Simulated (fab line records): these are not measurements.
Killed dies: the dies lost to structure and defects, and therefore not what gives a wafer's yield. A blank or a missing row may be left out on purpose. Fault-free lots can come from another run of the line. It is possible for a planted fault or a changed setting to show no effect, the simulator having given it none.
Which tool did it? ; flow rit_cmos ; Sampling: 13 lots, 39 wafers, 6 of 202 route steps

WHAT EACH GAUGE READ, for each wafer
RIT_NRETRO_OVL_MEAS_06. Usual: NRETRO_OVL gives 0.7 nm (standard deviation 1.3).
lot;measured;on;NRETRO_OVL (nm);flag
L456;day 2 15:59;overlay-01;-0.5 0.2 1.2;
L457;day 2 21:49;overlay-01;3.0 1.7 2.0;
L458;day 2 22:48;overlay-02;1.1 1.4 -0.5;
L459;day 3 06:13;overlay-02;-1.5 -0.2 0.4;
L460;day 3 11:26;overlay-02;0.8 1.2 -0.5;
L462;day 3 18:30;overlay-02;-0.4 0.7 -0.5;
L464;day 4 08:24;overlay-01;-0.5 0.3 -0.9;
L465;day 4 09:07;overlay-02;0.8 2.7 2.4;
L467;day 4 21:59;overlay-01;1.5 1.8 2.3;
L475;day 6 20:37;overlay-01;0.9 1.0 2.0;
L477;day 7 01:59;overlay-01;0.3 2.6 -0.5;
L476;day 7 03:52;overlay-01;1.6 4.1 2.0;
L478;day 7 09:37;overlay-02;-0.7 -0.9 0.1;

RIT_PLDD_OVL_MEAS_06. Usual: PLDD_OVL gives 1.3 nm (standard deviation 1.2).
lot;measured;on;PLDD_OVL (nm);flag
L456;day 3 08:30;overlay-02;1.1 1.7 0.6;
L457;day 3 11:08;overlay-02;2.0 0.3 3.1;
L458;day 3 13:43;overlay-02;3.2 1.0 1.5;
L459;day 4 01:07;overlay-02;1.0 1.8 1.0;
L460;day 4 01:22;overlay-02;-0.7 -2.6 0.0;
L462;day 4 15:22;overlay-02;2.9 3.1 1.7;
L464;day 4 23:54;overlay-02;-0.6 0.8 1.6;
L465;day 5 02:27;overlay-01;0.6 3.6 2.7;
L467;day 5 15:32;overlay-01;1.8 2.9 0.5;
L475;day 7 14:16;overlay-02;0.7 1.9 2.9;
L477;day 7 19:52;overlay-01;1.6 3.8 2.2;
L476;day 7 22:04;overlay-02;2.9 2.9 2.6;
L478;day 8 01:35;overlay-02;1.7 1.8 1.4;

RIT_PSD_OVL_MEAS_06. Usual: PSD_OVL gives -0.4 nm (standard deviation 1.3).
lot;measured;on;PSD_OVL (nm);flag
L456;day 3 14:00;overlay-02;1.1 2.5 -1.0;
L457;day 3 16:37;overlay-02;-0.2 0.6 -1.6;
L458;day 3 19:10;overlay-02;-0.1 0.2 0.1;
L459;day 4 07:39;overlay-01;-0.3 -2.6 0.7;
L460;day 4 08:15;overlay-02;-0.2 0.9 -0.9;
L462;day 4 22:16;overlay-01;-1.0 0.4 -2.1;
L464;day 5 05:22;overlay-01;1.9 -1.3 0.0;
L465;day 5 09:10;overlay-01;0.1 -0.5 -0.3;
L467;day 5 21:01;overlay-02;- - -;OFF
L475;day 7 21:38;overlay-02;-0.3 -1.4 -1.6;
L477;day 8 02:36;overlay-02;-1.1 -2.2 -2.3;
L476;day 8 04:08;overlay-01;1.7 0.2 -0.8;
L478;day 8 08:11;overlay-01;2.1 2.4 1.9;

RIT_PSD_TW_MEAS_10. Usual: PSD_TW gives 3409 (standard deviation 30).
lot;measured;on;PSD_TW;flag
L456;day 3 14:31;film_metro-01;3385 3362 3365;
L457;day 3 17:08;film_metro-01;3376 3370 3379;
L458;day 3 19:43;film_metro-01;3384 3363 3387;
L459;day 4 08:25;film_metro-02;3442 3447 3450;
L460;day 4 09:02;film_metro-01;3371 3357 3369;
L462;day 4 22:52;film_metro-02;3456 3451 3446;
L464;day 5 05:52;film_metro-02;3419 3434 3406;
L465;day 5 09:41;film_metro-02;3444 3421 3425;
L467;day 5 21:32;film_metro-02;30 30 30;OFF
L475;day 7 22:10;film_metro-04;3423 3400 3422;
L477;day 8 03:07;film_metro-02;3419 3415 3424;
L476;day 8 04:38;film_metro-04;3412 3411 3412;
L478;day 8 08:41;film_metro-01;3374 3361 3355;

RIT_CONTACT_CD_MEAS_90 targets a cd of 1000 nm. Usual: 1000.0 nm for cd_nm, sd 2.6.
lot;measured;on;cd_nm (nm);flag
L456;day 3 17:46;cd_sem-02;1000.3 1000.1 1000.3;
L457;day 3 20:25;cd_sem-02;994.5 996.4 997.5;
L458;day 3 23:07;cd_sem-01;998.7 999.3 999.3;
L459;day 4 11:42;cd_sem-01;999.6 998.8 995.9;
L460;day 4 12:29;cd_sem-01;1004.0 1004.5 1003.7;
L462;day 5 02:09;cd_sem-02;999.2 998.6 997.8;
L464;day 5 11:37;cd_sem-02;1004.4 1001.5 1003.1;
L465;day 5 13:03;cd_sem-02;1003.5 1003.4 1003.9;
L467;day 6 00:48;cd_sem-02;998.2 998.0 997.7;
L475;day 8 01:29;cd_sem-02;1000.5 996.6 997.2;
L477;day 8 06:31;cd_sem-02;1001.3 1003.1 999.4;
L476;day 8 08:04;cd_sem-01;1001.4 1001.7 1003.1;
L478;day 8 12:04;cd_sem-01;1000.9 998.2 996.4;

WHICH TOOL RAN EACH LOT (tool, then ch and the chambers of the sampled wafers, then the start)
lot;RIT_PSD_EXPOSE_03
L456;iline_stepper-01 ch 0, day 3 13:35
L457;iline_stepper-01 ch 0, day 3 16:14
L458;iline_stepper-02 ch 0, day 3 18:46
L459;iline_stepper-01 ch 0, day 4 07:16
L460;iline_stepper-01 ch 0, day 4 07:43
L462;iline_stepper-02 ch 0, day 4 21:47
L464;iline_stepper-01 ch 0, day 5 04:58
L465;iline_stepper-01 ch 0, day 5 08:46
L467;iline_stepper-01 ch 0, day 5 20:39
L475;iline_stepper-02 ch 0, day 7 21:17
L477;iline_stepper-01 ch 0, day 8 02:07
L476;iline_stepper-02 ch 0, day 8 03:44
L478;iline_stepper-02 ch 0, day 8 07:47
- RIT_PSD_EXPOSE_03: exposes mask M10, target cd 40900 nm.

AS READ BY THE TOOLS THEMSELVES (means over the sampled wafers that have a number; for cases with no such wafer, the mark the record gives instead)
RIT_PSD_EXPOSE_03. Usual: focus_offset_nm 0.0 nm, standard deviation 0.54; stage_vel_mm_s 500.03 mm/s, standard deviation 0.28.
lot;tool;focus_offset_nm (nm);stage_vel_mm_s (mm/s);flag
L456;iline_stepper-01;0.6;500.28;
L457;iline_stepper-01;-0.0;499.73;
L458;iline_stepper-02;0.3;500.05;
L459;iline_stepper-01;0.1;500.23;
L460;iline_stepper-01;-0.4;500.06;
L462;iline_stepper-02;-0.4;499.69;
L464;iline_stepper-01;0.3;499.77;
L465;iline_stepper-01;0.0;500.29;
L467;iline_stepper-01;1.2;500.07;
L475;iline_stepper-02;-0.3;500.43;
L477;iline_stepper-01;-0.4;499.74;
L476;iline_stepper-02;0.6;500.31;
L478;iline_stepper-02;-0.4;500.21;

THE ANSWER, worked out from the rows above alone
Rule: a lot is off if the mean of its wafers that have a number lies more than 3 standard deviations from the usual mean. Also off: a lot with no number at a reading for which 4 or more lots have one. Any other lot the step has rows for is counted as sound. The gauges are gone through in route order, then the tools' own readings, and for those a lot's mean is taken as printed above. At the first step where some lot is off, the reading lying furthest off is the one used; lots without a number count as furthest.
Off: L467, at RIT_PSD_OVL_MEAS_06 (PSD_OVL). Without a number there: L467.
If a tool, at a process step before that reading, ran all the lots that are off and no sound lot after the first of them, it fits. The gauges at RIT_PSD_OVL_MEAS_06 aren't tried: what is off there is off at RIT_PSD_TW_MEAS_10 too, on other tools, and a gauge's error can't cause that. Of those tried, none fits.

WHAT THE SIMULATOR HAD INSERTED
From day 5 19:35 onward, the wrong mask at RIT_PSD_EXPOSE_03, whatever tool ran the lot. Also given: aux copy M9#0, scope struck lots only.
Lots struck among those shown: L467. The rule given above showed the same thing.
